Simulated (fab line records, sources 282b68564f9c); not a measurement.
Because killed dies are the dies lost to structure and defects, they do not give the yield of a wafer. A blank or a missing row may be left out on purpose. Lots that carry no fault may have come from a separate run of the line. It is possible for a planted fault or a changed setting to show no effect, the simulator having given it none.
Lot-split experiment ; flow rit-cmos ; 27 wafers read from 5 lots, route of 202 steps

THE SPLIT
At RIT_REOX_OXIDATION_03 (target thk 25.2 nm, ox time 5580 s), the setting ox-time-s was moved away from the recipe's 5580 s on 18 of the 27 wafers read, by -57.0% to +57.7%. All remaining wafers had this setting at the recipe value.

There is no step in the file separating the split from the reading.

THE READING
Values of REOX_OXIDE_THK in nm from RIT_REOX_THK_MEAS_04. Fault-free wafers of this fab line usually give 24.9 nm, standard deviation 0.4 nm.

wafer;tool, chamber at the split;ox-time-s as run, s;against the recipe;REOX_OXIDE_THK, nm;against lot-mates on the recipe
L075.1;-, -;5580;recipe;25.2;-
L075.2;-, -;5580;recipe;25.0;-
L075.3;-, -;5580;recipe;25.2;-
L075.4;-, -;5580;recipe;25.5;-
L075.5;-, -;5580;recipe;25.3;-
L075.6;-, -;5580;recipe;25.4;-
L080.1;furnace-04, 0;5580;recipe;25.2;-
L080.2;furnace-04, 0;5580;recipe;25.6;-
L080.5;furnace-04, 0;5580;recipe;24.9;-
L081.1;-, -;2401;-57.0%;14.5;no lot-mate on the recipe
L081.2;-, -;2401;-57.0%;14.6;no lot-mate on the recipe
L081.3;-, -;2401;-57.0%;14.3;no lot-mate on the recipe
L081.4;-, -;2401;-57.0%;14.5;no lot-mate on the recipe
L081.5;-, -;2401;-57.0%;14.5;no lot-mate on the recipe
L081.6;-, -;2401;-57.0%;14.4;no lot-mate on the recipe
L082.1;-, -;2915;-47.8%;16.2;no lot-mate on the recipe
L082.2;-, -;2915;-47.8%;16.3;no lot-mate on the recipe
L082.3;-, -;2915;-47.8%;16.6;no lot-mate on the recipe
L082.4;-, -;2915;-47.8%;16.1;no lot-mate on the recipe
L082.5;-, -;2915;-47.8%;16.2;no lot-mate on the recipe
L082.6;-, -;2915;-47.8%;16.5;no lot-mate on the recipe
L085.1;-, -;8800;+57.7%;34.4;no lot-mate on the recipe
L085.2;-, -;8800;+57.7%;34.3;no lot-mate on the recipe
L085.3;-, -;8800;+57.7%;34.0;no lot-mate on the recipe
L085.4;-, -;8800;+57.7%;34.2;no lot-mate on the recipe
L085.5;-, -;8800;+57.7%;34.3;no lot-mate on the recipe
L085.6;-, -;8800;+57.7%;34.1;no lot-mate on the recipe

THE FIT
A straight line over all 27 wafers: REOX_OXIDE_THK changes by +0.173 nm for each +1% of ox-time-s; r = +1.00; the points scatter about the line by 0.48 nm.
Too few moved wafers with a lot-mate on the recipe to fit a line net of each lot's own level.

THE WHOLE CHAIN: every reading that the file lists as answering this split, in the file's order
step;what it does;reading;change (the file's fit);r (the file's)
RIT_REOX_OXIDATION_03;target thk 25.2 nm, ox time 5580 s;SiO2_of_REOX_OXIDATION_03.thk-nm (the simulator's own value, which no gauge read);+0.173 nm for each +1% of the setting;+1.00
RIT_REOX_OXIDATION_03;target thk 25.2 nm, ox time 5580 s;poly-Si_of_GATE_CVD_08.thk-nm (the simulator's own value, which no gauge read);-0.0843 nm for each +1% of the setting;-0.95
RIT_REOX_THK_MEAS_04;;REOX_OXIDE_THK;+0.173 for each +1% of the setting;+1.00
RIT_SPACER_CLEAN_00;cleans in SC1, time 600 s;SiO2_of_REOX_OXIDATION_03.thk-nm (the simulator's own value, which no gauge read);+0.16 nm for each +1% of the setting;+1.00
RIT_M1_PROBE_99;;etest.nldd.rs-ohm-sq (the simulator's own value, which no gauge read);+2.96 for each +1% of the setting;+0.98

FILE'S OWN FIT
REOX_OXIDE_THK changes by +0.173 nm for each +1% of ox-time-s, r = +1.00.
